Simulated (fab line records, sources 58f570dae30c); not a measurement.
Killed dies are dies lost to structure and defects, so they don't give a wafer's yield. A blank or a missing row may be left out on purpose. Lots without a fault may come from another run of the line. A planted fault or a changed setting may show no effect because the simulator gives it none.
Problem report in the 8D (eight disciplines) form, filled by code | flow berkeley_cmos170 | the parts of the form that need people (team, actions taken, sign-off) are left out

1. THE PROBLEM
M1_AL_RS at UCB170_M1_RS_MEAS_01 reads a mean of 0.0521 ohm/sq on 6 wafers of 2 lots; wafers without a fault read 0.0487 ohm/sq with a standard deviation of 0.00055. That is +6.1 standard deviations from the usual mean.
The step: measures by four-point-probe.
First seen on wafer L915.2, day 10 19:29, on film_metro-03. The record holds 42 wafers of 14 lots with a number at this step. Rule for "out", or "out of limits": more than 4 standard deviations from the usual mean. The other wafers with a number count as sound.

2. WHAT IT IS AND WHAT IT IS NOT
question                    | is                     | is not
which readings at this step | M1_AL_RS               | -
which lots                  | L915, L916             | L906, L907, L908, L910, L911, L912, L913, L918, L919, L926, L927, L928
which wafers of those lots  | all that have a number | -
read on which gauges        | film_metro-03          | film_metro-01, film_metro-02
when                        | from day 10 19:29      | up to then (24 sound wafers); but 12 sound wafers of L918, L926, L927, L928 came after

3. SUSPECTS, AND WHAT RULES EACH OUT
Counting: a tool at a process step up to the reading stays a suspect if it ran every lot that is out and no sound lot after the first of them.
- the gauge at UCB170_M1_RS_MEAS_01: kept. All the wafers that are out were read on film_metro-03, and no step on other tools shows them out.
- pvd_sputter-02 at UCB170_M1_SPUTTER_00 (material Al, target thk 600 nm, time 80 s): kept. It ran every lot that is out, first L915 (day 10 19:25), and no sound lot after that; its last sound lot up to then is L919 (day 10 14:16).
Left after counting: pvd_sputter-02 at UCB170_M1_SPUTTER_00, film_metro-03 at UCB170_M1_RS_MEAS_01.

4. THE CAUSE (what the simulator had put in)
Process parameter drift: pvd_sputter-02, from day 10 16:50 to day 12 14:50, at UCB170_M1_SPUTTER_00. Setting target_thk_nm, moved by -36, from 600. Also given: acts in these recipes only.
Counting left 2 suspects, and this tool is among them.

5. THE CHAIN OF EFFECTS, in route order
Each row: a reading whose mean over the struck wafers that have a number lies more than 3 standard deviations from the usual. Only readings for which the record gives a usual standard deviation are gone through. hours: the time from each lot's start at the first step in this table that gives one to its start at this step, as a median over the lots. sigmas: the change in usual standard deviations.
hours | step                  | reading   | usual         | on struck wafers | change  | sigmas
0     | UCB170_M1_RS_MEAS_01  | M1_AL_RS  | 0.0487 ohm/sq | 0.0521           | +0.0034 | +6.1
0     | UCB170_M1_THK_MEAS_02 | M1_AL_THK | 596 nm        | 557              | -39     | -5.5
Later measuring or inspecting steps at which every struck wafer that the step has a row for has a number for every such reading, and none has moved that far: UCB170_M2_THK_MEAS_03.

6. WHAT WOULD HAVE CAUGHT IT SOONER
In this record the first reading out of limits at a measuring or inspecting step was taken at day 10 19:29, 3 hours after the fault began at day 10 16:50.
Of the tool readings at UCB170_M1_SPUTTER_00 for which the record gives a usual standard deviation, none was out on any struck wafer, so an alarm limit of 4 standard deviations on them would not have fired.
Of the lots that are out (2), L916 began UCB170_M1_SPUTTER_00 on pvd_sputter-02 after day 10 19:29. A hold on the tool at that time would have spared it.
